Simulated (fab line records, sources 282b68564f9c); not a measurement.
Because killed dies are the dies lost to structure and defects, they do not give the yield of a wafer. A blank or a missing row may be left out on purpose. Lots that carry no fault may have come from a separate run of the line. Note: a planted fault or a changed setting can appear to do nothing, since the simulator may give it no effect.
Which of the tools did it? :: flow rit cmos :: 42 wafers from 14 lots sampled at 6 of the route's 202 steps

WHAT THE GAUGES READ, wafer by wafer
RIT_SDANNEAL_RS_MEAS_06: a four-point-probe measurement.
lot: L661
measured: day 3 07:28
on: film metro-04
PLDD_RS (ohm/sq): 178.1 178.4 179.1

lot: L662
measured: day 3 13:01
on: film metro-01
PLDD_RS (ohm/sq): 179.6 178.9 179.8

lot: L663
measured: day 3 23:05
on: film metro-04
PLDD_RS (ohm/sq): 178.1 178.6 178.7

lot: L665
measured: day 4 02:29
on: film metro-01
PLDD_RS (ohm/sq): 179.4 179.4 179.8

lot: L667
measured: day 4 11:02
on: film metro-02
PLDD_RS (ohm/sq): 179.6 178.9 179.1

lot: L666
measured: day 4 12:49
on: film metro-04
PLDD_RS (ohm/sq): 178.0 178.7 177.9

lot: L668
measured: day 4 16:22
on: film metro-02
PLDD_RS (ohm/sq): 178.8 179.5 179.0

lot: L669
measured: day 4 19:24
on: film metro-02
PLDD_RS (ohm/sq): 178.8 179.4 179.4

lot: L673
measured: day 5 17:52
on: film metro-04
PLDD_RS (ohm/sq): 177.9 178.1 177.9

lot: L676
measured: day 6 05:23
on: film metro-02
PLDD_RS (ohm/sq): 178.3 178.0 178.4

lot: L678
measured: day 6 18:13
on: film metro-02
PLDD_RS (ohm/sq): 178.9 178.4 178.3

lot: L681
measured: day 7 07:32
on: film metro-04
PLDD_RS (ohm/sq): 179.0 178.9 178.5

lot: L683
measured: day 7 21:26
on: film metro-04
PLDD_RS (ohm/sq): 179.5 179.5 179.8

lot: L684
measured: day 7 22:37
on: film metro-02
PLDD_RS (ohm/sq): 179.3 179.1 179.2

RIT_SILICIDE_RS_MEAS_02: a four-point-probe measurement.
lot: L661
measured: day 3 07:52
on: film metro-01
SILICIDE_TI_RS (ohm/sq): 47.0 47.4 46.4

lot: L662
measured: day 3 13:26
on: film metro-02
SILICIDE_TI_RS (ohm/sq): 46.5 47.4 47.0

lot: L663
measured: day 3 23:29
on: film metro-01
SILICIDE_TI_RS (ohm/sq): 48.0 47.8 47.5

lot: L665
measured: day 4 02:54
on: film metro-02
SILICIDE_TI_RS (ohm/sq): 47.3 49.2 47.5

lot: L667
measured: day 4 11:26
on: film metro-03
SILICIDE_TI_RS (ohm/sq): 49.1 49.2 49.0

lot: L666
measured: day 4 13:13
on: film metro-02
SILICIDE_TI_RS (ohm/sq): 47.4 47.5 48.5

lot: L668
measured: day 4 16:46
on: film metro-03
SILICIDE_TI_RS (ohm/sq): 46.8 48.0 46.7

lot: L669
measured: day 4 19:49
on: film metro-03
SILICIDE_TI_RS (ohm/sq): 47.7 48.4 46.8

lot: L673
measured: day 5 18:16
on: film metro-01
SILICIDE_TI_RS (ohm/sq): 48.6 48.3 48.6

lot: L676
measured: day 6 05:47
on: film metro-03
SILICIDE_TI_RS (ohm/sq): 54.1 55.4 54.9

lot: L678
measured: day 6 18:38
on: film metro-02
SILICIDE_TI_RS (ohm/sq): 58.0 59.2 56.6

lot: L681
measured: day 7 07:56
on: film metro-02
SILICIDE_TI_RS (ohm/sq): 47.4 47.5 46.7

lot: L683
measured: day 7 21:50
on: film metro-01
SILICIDE_TI_RS (ohm/sq): 48.5 48.6 48.5

lot: L684
measured: day 7 23:01
on: film metro-01
SILICIDE_TI_RS (ohm/sq): 49.2 47.2 48.6

RIT_SILICIDE_THK_MEAS_03: measures by xrf.
lot: L661
measured: day 3 07:57
on: film metro-01
SILICIDE_TI_THK (nm): 30.6 30.5 31.0

lot: L662
measured: day 3 13:33
on: film metro-02
SILICIDE_TI_THK (nm): 31.1 30.6 30.7

lot: L663
measured: day 3 23:36
on: film metro-01
SILICIDE_TI_THK (nm): 30.3 30.4 30.4

lot: L665
measured: day 4 03:01
on: film metro-02
SILICIDE_TI_THK (nm): 30.4 29.4 30.4

lot: L667
measured: day 4 11:33
on: film metro-03
SILICIDE_TI_THK (nm): 29.5 29.5 29.6

lot: L666
measured: day 4 13:20
on: film metro-02
SILICIDE_TI_THK (nm): 30.4 30.3 29.9

lot: L668
measured: day 4 16:52
on: film metro-03
SILICIDE_TI_THK (nm): 30.9 30.0 30.7

lot: L669
measured: day 4 19:55
on: film metro-03
SILICIDE_TI_THK (nm): 30.2 29.8 30.7

lot: L673
measured: day 5 18:23
on: film metro-01
SILICIDE_TI_THK (nm): 30.0 30.2 30.1

lot: L676
measured: day 6 05:53
on: film metro-03
SILICIDE_TI_THK (nm): 27.9 27.3 27.5

lot: L678
measured: day 6 18:45
on: film metro-02
SILICIDE_TI_THK (nm): 26.5 26.1 27.0

lot: L681
measured: day 7 08:03
on: film metro-02
SILICIDE_TI_THK (nm): 30.5 30.5 30.8

lot: L683
measured: day 7 21:57
on: film metro-01
SILICIDE_TI_THK (nm): 30.2 30.1 29.9

lot: L684
measured: day 7 23:08
on: film metro-01
SILICIDE_TI_THK (nm): 29.7 30.6 30.0

RIT_CONTACT_CD_MEAS_08 targets a cd of 1000 nm.
lot: L661
measured: day 3 09:25
on: cd sem-01
cd nm (nm): 1000.6 1000.2 998.5

lot: L662
measured: day 3 15:06
on: cd sem-02
cd nm (nm): 998.2 999.1 1000.1

lot: L663
measured: day 4 00:56
on: cd sem-02
cd nm (nm): 994.8 996.2 996.1

lot: L665
measured: day 4 04:32
on: cd sem-01
cd nm (nm): 1000.5 1001.4 1000.4

lot: L667
measured: day 4 12:53
on: cd sem-02
cd nm (nm): 1001.5 999.7 1002.8

lot: L666
measured: day 4 14:46
on: cd sem-02
cd nm (nm): 997.6 999.2 999.0

lot: L668
measured: day 4 18:13
on: cd sem-01
cd nm (nm): 999.6 998.9 997.7

lot: L669
measured: day 4 21:34
on: cd sem-01
cd nm (nm): 997.3 996.5 996.4

lot: L673
measured: day 5 19:57
on: cd sem-02
cd nm (nm): 1001.7 1000.0 999.6

lot: L676
measured: day 6 07:13
on: cd sem-02
cd nm (nm): 999.0 998.9 998.2

lot: L678
measured: day 6 20:13
on: cd sem-02
cd nm (nm): 997.9 995.8 997.3

lot: L681
measured: day 7 09:26
on: cd sem-01
cd nm (nm): 1002.1 1000.7 1003.5

lot: L683
measured: day 7 23:20
on: cd sem-01
cd nm (nm): 997.4 997.0 999.1

lot: L684
measured: day 8 00:39
on: cd sem-01
cd nm (nm): 999.5 1000.7 997.1

WHICH TOOL RAN EACH LOT (tool, then ch and the chambers of the sampled wafers, then the start)
lot: L661
RIT_GATE_STRIP_20: plasma asher-03 ch 0,1, day 2 19:06
RIT_SILICIDE_SPUTTER_01: pvd sputter-02, day 3 07:39

lot: L662
RIT_GATE_STRIP_20: plasma asher-04 ch 0, day 2 21:26
RIT_SILICIDE_SPUTTER_01: pvd sputter-01, day 3 13:17

lot: L663
RIT_GATE_STRIP_20: plasma asher-03 ch 0,1, day 3 08:41
RIT_SILICIDE_SPUTTER_01: pvd sputter-01, day 3 23:19

lot: L665
RIT_GATE_STRIP_20: plasma asher-03 ch 0,1, day 3 13:50
RIT_SILICIDE_SPUTTER_01: pvd sputter-04, day 4 02:44

lot: L667
RIT_GATE_STRIP_20: plasma asher-03 ch 0,1, day 3 21:32
RIT_SILICIDE_SPUTTER_01: pvd sputter-01, day 4 11:16

lot: L666
RIT_GATE_STRIP_20: plasma asher-02 ch 0,1, day 3 22:03
RIT_SILICIDE_SPUTTER_01: pvd sputter-02, day 4 13:03

lot: L668
RIT_GATE_STRIP_20: plasma asher-04 ch 0,1, day 4 00:54
RIT_SILICIDE_SPUTTER_01: pvd sputter-01, day 4 16:35

lot: L669
RIT_GATE_STRIP_20: plasma asher-02 ch 0,1, day 4 04:55
RIT_SILICIDE_SPUTTER_01: pvd sputter-02, day 4 19:38

lot: L673
RIT_GATE_STRIP_20: plasma asher-03 ch 0,1, day 5 03:31
RIT_SILICIDE_SPUTTER_01: pvd sputter-04, day 5 18:07

lot: L676
RIT_GATE_STRIP_20: plasma asher-03 ch 0,1, day 5 16:59
RIT_SILICIDE_SPUTTER_01: pvd sputter-04, day 6 05:36

lot: L678
RIT_GATE_STRIP_20: plasma asher-04 ch 0,1, day 6 04:25
RIT_SILICIDE_SPUTTER_01: pvd sputter-04, day 6 18:29

lot: L681
RIT_GATE_STRIP_20: plasma asher-02 ch 0, day 6 18:22
RIT_SILICIDE_SPUTTER_01: pvd sputter-01, day 7 07:47

lot: L683
RIT_GATE_STRIP_20: plasma asher-03 ch 1, day 7 07:48
RIT_SILICIDE_SPUTTER_01: pvd sputter-01, day 7 21:40

lot: L684
RIT_GATE_STRIP_20: plasma asher-02 ch 0, day 7 09:21
RIT_SILICIDE_SPUTTER_01: pvd sputter-02, day 7 22:52
- RIT_GATE_STRIP_20: strips in O2, time 180 s.
- RIT_SILICIDE_SPUTTER_01: material Ti, target thk 30 nm, time 240 s.

WHAT THE TOOLS THEMSELVES READ (means of the sampled wafers that have a number; where no wafer has one, the mark that the record gives instead)
RIT_GATE_STRIP_20.
lot: L661
tool: plasma asher-03
drypump motor current A (A): 6.2

lot: L662
tool: plasma asher-04
drypump motor current A (A): 6.0

lot: L663
tool: plasma asher-03
drypump motor current A (A): 5.9

lot: L665
tool: plasma asher-03
drypump motor current A (A): 6.2

lot: L667
tool: plasma asher-03
drypump motor current A (A): 6.2

lot: L666
tool: plasma asher-02
drypump motor current A (A): 6.3

lot: L668
tool: plasma asher-04
drypump motor current A (A): 5.8

lot: L669
tool: plasma asher-02
drypump motor current A (A): 6.2

lot: L673
tool: plasma asher-03
drypump motor current A (A): 5.9

lot: L676
tool: plasma asher-03
drypump motor current A (A): 6.1

lot: L678
tool: plasma asher-04
drypump motor current A (A): 5.6

lot: L681
tool: plasma asher-02
drypump motor current A (A): 6.1

lot: L683
tool: plasma asher-03
drypump motor current A (A): 5.6

lot: L684
tool: plasma asher-02
drypump motor current A (A): 6.1

RIT_SILICIDE_SPUTTER_01.
lot: L661
tool: pvd sputter-02
throttle valve pct (%): 30.0

lot: L662
tool: pvd sputter-01
throttle valve pct (%): 28.1

lot: L663
tool: pvd sputter-01
throttle valve pct (%): 27.8

lot: L665
tool: pvd sputter-04
throttle valve pct (%): 30.5

lot: L667
tool: pvd sputter-01
throttle valve pct (%): 28.3

lot: L666
tool: pvd sputter-02
throttle valve pct (%): 30.7

lot: L668
tool: pvd sputter-01
throttle valve pct (%): 28.4

lot: L669
tool: pvd sputter-02
throttle valve pct (%): 30.0

lot: L673
tool: pvd sputter-04
throttle valve pct (%): 30.2

lot: L676
tool: pvd sputter-04
throttle valve pct (%): 30.6

lot: L678
tool: pvd sputter-04
throttle valve pct (%): 30.1

lot: L681
tool: pvd sputter-01
throttle valve pct (%): 27.9

lot: L683
tool: pvd sputter-01
throttle valve pct (%): 28.3

lot: L684
tool: pvd sputter-02
throttle valve pct (%): 29.6

THE ANSWER, worked out from the rows above alone
Rule: the lots themselves supply what counts as usual. The widest of any qualifying gaps counts: lots, ordered by their means at a reading, are off when they make up no more than a third of the lots, leave a main group of 4 or more, and stand apart from it by 3 or more times the standard deviation of that group's means. The tables above print the reading to a certain number of digits; a main group whose means all agree to those digits is not used. A lot without any number at a reading at which 4 lots or more have one is off too. All remaining lots with rows at the step are treated as sound. Order of review: gauges by route order, followed by the tools' own readings, for which a lot's mean as printed above is used. The first step at which some lot is off is used, and at that step the reading that is off furthest; a lot without a number counts as furthest.
Off: L676, L678, at RIT_SILICIDE_RS_MEAS_02 (SILICIDE_TI_RS). Main group: mean 47.8 ohm/sq, sd 0.66.
If a tool, at a process step before that reading, ran all the lots that are off and no sound lot after the first of them, it fits. Those tools and the gauges at RIT_SILICIDE_RS_MEAS_02 are tried in the same way. One candidate fits, namely pvd sputter-04 at RIT_SILICIDE_SPUTTER_01. A fault onset in the window from L673 (day 5 18:07, its last sound lot) to L676 (day 6 05:36, its first lot off) fits.

WHAT THE SIMULATOR HAD PUT IN
Site profile drift: pvd sputter-04, from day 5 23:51 on, at RIT_SILICIDE_SPUTTER_01. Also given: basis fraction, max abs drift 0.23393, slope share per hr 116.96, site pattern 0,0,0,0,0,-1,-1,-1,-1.
Struck lots among those shown: L676, L678. Same finding as the rule above.
